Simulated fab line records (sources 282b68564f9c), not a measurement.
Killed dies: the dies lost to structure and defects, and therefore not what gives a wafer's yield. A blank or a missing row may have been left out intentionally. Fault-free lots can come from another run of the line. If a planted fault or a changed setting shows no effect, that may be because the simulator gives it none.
Check for tools in common / flow ritCmos / 14 lots, 42 wafers sampled

WHY THIS WAS OPENED
RIT_PSD_TW_MEAS_10, reading PSD_TW: flagged on 2 of 14 lots. No-fault wafers: 3418, standard deviation 27.
Rule: a lot is flagged when every wafer of it that has a number lies more than 4 standard deviations from that mean, or none has a number. All remaining lots are regarded as sound.

lot=L795; measured=day 3 11:57; on=filmMetro-01; PSD_TW, wafer by wafer=3408 3406 3397; flag=
lot=L796; measured=day 3 13:31; on=filmMetro-01; PSD_TW, wafer by wafer=3371 3372 3380; flag=
lot=L797; measured=day 3 18:10; on=filmMetro-02; PSD_TW, wafer by wafer=3384 3352 3363; flag=
lot=L803; measured=day 4 22:13; on=filmMetro-01; PSD_TW, wafer by wafer=2610 2603 2605; flag=FLAGGED
lot=L805; measured=day 5 09:29; on=filmMetro-04; PSD_TW, wafer by wafer=2629 2627 2634; flag=FLAGGED
lot=L808; measured=day 6 04:08; on=filmMetro-02; PSD_TW, wafer by wafer=3413 3397 3400; flag=
lot=L809; measured=day 6 15:47; on=filmMetro-04; PSD_TW, wafer by wafer=3428 3449 3429; flag=
lot=L810; measured=day 6 15:50; on=filmMetro-01; PSD_TW, wafer by wafer=3455 3442 3440; flag=
lot=L811; measured=day 6 18:43; on=filmMetro-04; PSD_TW, wafer by wafer=3445 3464 3444; flag=
lot=L814; measured=day 7 06:14; on=filmMetro-04; PSD_TW, wafer by wafer=3438 3438 3444; flag=
lot=L815; measured=day 7 11:37; on=filmMetro-01; PSD_TW, wafer by wafer=3400 3393 3400; flag=
lot=L816; measured=day 7 15:40; on=filmMetro-04; PSD_TW, wafer by wafer=3438 3447 3463; flag=
lot=L817; measured=day 7 18:31; on=filmMetro-01; PSD_TW, wafer by wafer=3424 3421 3414; flag=
lot=L818; measured=day 7 23:30; on=filmMetro-01; PSD_TW, wafer by wafer=3422 3410 3411; flag=
The mean of the flagged lots' numbers is 2618, -800 from the usual (-30 standard deviations).

TOOL THAT RAN EACH LOT
The record holds 1 process step before the reading, out of a route of 202 steps. Cell contents, in order: the tool; ch with the chambers the sampled wafers went through; the start.
lot=L795; flag=; RIT_PSD_IMPLANT_08=implanter-01 ch 0, day 3 11:37
lot=L796; flag=; RIT_PSD_IMPLANT_08=implanter-01 ch 0, day 3 13:11
lot=L797; flag=; RIT_PSD_IMPLANT_08=implanter-03 ch 0, day 3 17:46
lot=L803; flag=FLAGGED; RIT_PSD_IMPLANT_08=implanter-03 ch 0, day 4 21:53
lot=L805; flag=FLAGGED; RIT_PSD_IMPLANT_08=implanter-03 ch 0, day 5 09:11
lot=L808; flag=; RIT_PSD_IMPLANT_08=implanter-02 ch 0, day 6 03:41
lot=L809; flag=; RIT_PSD_IMPLANT_08=implanter-01 ch 0, day 6 15:27
lot=L810; flag=; RIT_PSD_IMPLANT_08=implanter-02 ch 0, day 6 15:31
lot=L811; flag=; RIT_PSD_IMPLANT_08=implanter-01 ch 0, day 6 18:23
lot=L814; flag=; RIT_PSD_IMPLANT_08=implanter-02 ch 0, day 7 05:55
lot=L815; flag=; RIT_PSD_IMPLANT_08=implanter-03 ch 0, day 7 11:17
lot=L816; flag=; RIT_PSD_IMPLANT_08=implanter-03 ch 0, day 7 15:22
lot=L817; flag=; RIT_PSD_IMPLANT_08=implanter-03 ch 0, day 7 18:11
lot=L818; flag=; RIT_PSD_IMPLANT_08=implanter-03 ch 0, day 7 23:13
What these steps do:
- RIT_PSD_IMPLANT_08
- RIT_PSD_TW_MEAS_10

FLAGGED OVER TOTAL, TOOL BY TOOL (the gauges that took the reading come last)
step=RIT_PSD_IMPLANT_08; tool=implanter-01; lots run=4; flagged=0; share of the flagged lots=none; sound lots run after its first flagged lot=-
step=RIT_PSD_IMPLANT_08; tool=implanter-02; lots run=3; flagged=0; share of the flagged lots=none; sound lots run after its first flagged lot=-
step=RIT_PSD_IMPLANT_08; tool=implanter-03; lots run=7; flagged=2; share of the flagged lots=all; sound lots run after its first flagged lot=4 (L815,L816,L817,L818)
step=RIT_PSD_TW_MEAS_10; tool=filmMetro-01; lots run=7; flagged=1; share of the flagged lots=some; sound lots run after its first flagged lot=4 (L810,L815,L817,L818)
step=RIT_PSD_TW_MEAS_10; tool=filmMetro-02; lots run=2; flagged=0; share of the flagged lots=none; sound lots run after its first flagged lot=-
step=RIT_PSD_TW_MEAS_10; tool=filmMetro-04; lots run=5; flagged=1; share of the flagged lots=some; sound lots run after its first flagged lot=4 (L809,L811,L814,L816)

THE TABLE: WHAT IT ALLOWS
All flagged lots share 1 row of the table, namely implanter-03 at RIT_PSD_IMPLANT_08.
- implanter-03 at RIT_PSD_IMPLANT_08 ran 7 lots, 2 of them flagged. Lots that were sound ran on it after the first flagged one (L815, L816, L817, L818); a persistent fault on the entire tool would not allow that. Its own readings (doseIonsCm2, endStationPressureTorr, faradayCurrentUA) fall more than 4 standard deviations out on all wafers of the flagged lots.
Not one row of the table ran every flagged lot while running no sound lot after the first.

WHAT WAS PUT IN BY THE SIMULATOR
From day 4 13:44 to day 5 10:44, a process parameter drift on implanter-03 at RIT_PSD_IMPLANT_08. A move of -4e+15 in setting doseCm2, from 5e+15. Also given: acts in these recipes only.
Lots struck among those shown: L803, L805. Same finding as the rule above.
